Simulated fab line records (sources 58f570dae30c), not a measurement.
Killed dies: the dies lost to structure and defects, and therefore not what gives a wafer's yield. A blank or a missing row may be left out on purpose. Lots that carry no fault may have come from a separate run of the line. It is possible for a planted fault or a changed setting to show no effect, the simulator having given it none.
One fault through the eyes of 2 desks -- flow berkeley-cmos170 -- numbers are kept per desk, each desk with only its own; the story behind them comes last

METROLOGY DESK
Lot by lot, what the gauges showed, no matter which tool ran the lot: averages of those sampled wafers that carry a number. A lot is out of limits, marked OUT, if its mean lies more than 4 standard deviations from the usual mean; the brackets give that distance. Shown here are 7 of its 9 readings, the ones lying furthest out on some lot.
Columns: A = PFIELD_OVL at UCB170_PFIELD_OVL_MEAS_06, usual 1 nm; B = PFIELD_TW at UCB170_PFIELD_TW_MEAS_09, usual 604; C = FIELD_OXIDE_THK at UCB170_FIELD_THK_MEAS_02, usual 557 nm; D = FIELD_OXIDE_LEFT_1_THK at UCB170_FIELD_THK_MEAS_90, usual 440 nm; E = SACOX_OXIDE_THK at UCB170_SACOX_THK_MEAS_02, usual 14.35 nm; F = SCREENOX_OXIDE_THK at UCB170_SCREENOX_THK_MEAS_02, usual 14.2 nm; G = NVT_TW at UCB170_NVT_TW_MEAS_09, usual 527
lot,first seen here,A,B,C,D,E,F,G
L672,day 4 17:38,5,599,562,446,14.30,14.3,527
L676,day 5 01:07,-5,607,565,447,14.60,14.7,528
L684,day 7 08:58,3,605,539,422,14.56,13.7,530
L687,day 7 15:03,5,603,553,437,14.78,14.2,523
L689,day 7 17:14,-2,602,547,430,14.13,14.4,525
L688,day 7 17:31,-6,602,547,431,14.39,14.5,529
Finding of this desk: none of the 6 lots has anything out of limits.

AT THE TOOL OWNER'S DESK: wet-bench-02
The tool's own readings at UCB170_FIELD_WET_ETCH_05 (etches Si3N4 in H3PO4, time 12600 s): means of the sampled wafers that have a number, for each lot that ran on this tool. A lot is out of limits, marked OUT, if its mean lies more than 4 standard deviations from the usual mean; the brackets give that distance.
Columns: A = bath-guard-temp-C at UCB170_FIELD_WET_ETCH_05, usual 160.2 C
lot,first seen here,A
L687,day 7 22:53,160.5
L688,day 8 06:07,160.5
L689,day 8 06:07,159.6
Finding of this desk: none of the 3 lots has anything out of limits.

PUT TOGETHER
The metrology desk saw nothing out of limits.
The tool owner's desk saw nothing out of limits.

WHAT THE SIMULATOR HAD PUT IN
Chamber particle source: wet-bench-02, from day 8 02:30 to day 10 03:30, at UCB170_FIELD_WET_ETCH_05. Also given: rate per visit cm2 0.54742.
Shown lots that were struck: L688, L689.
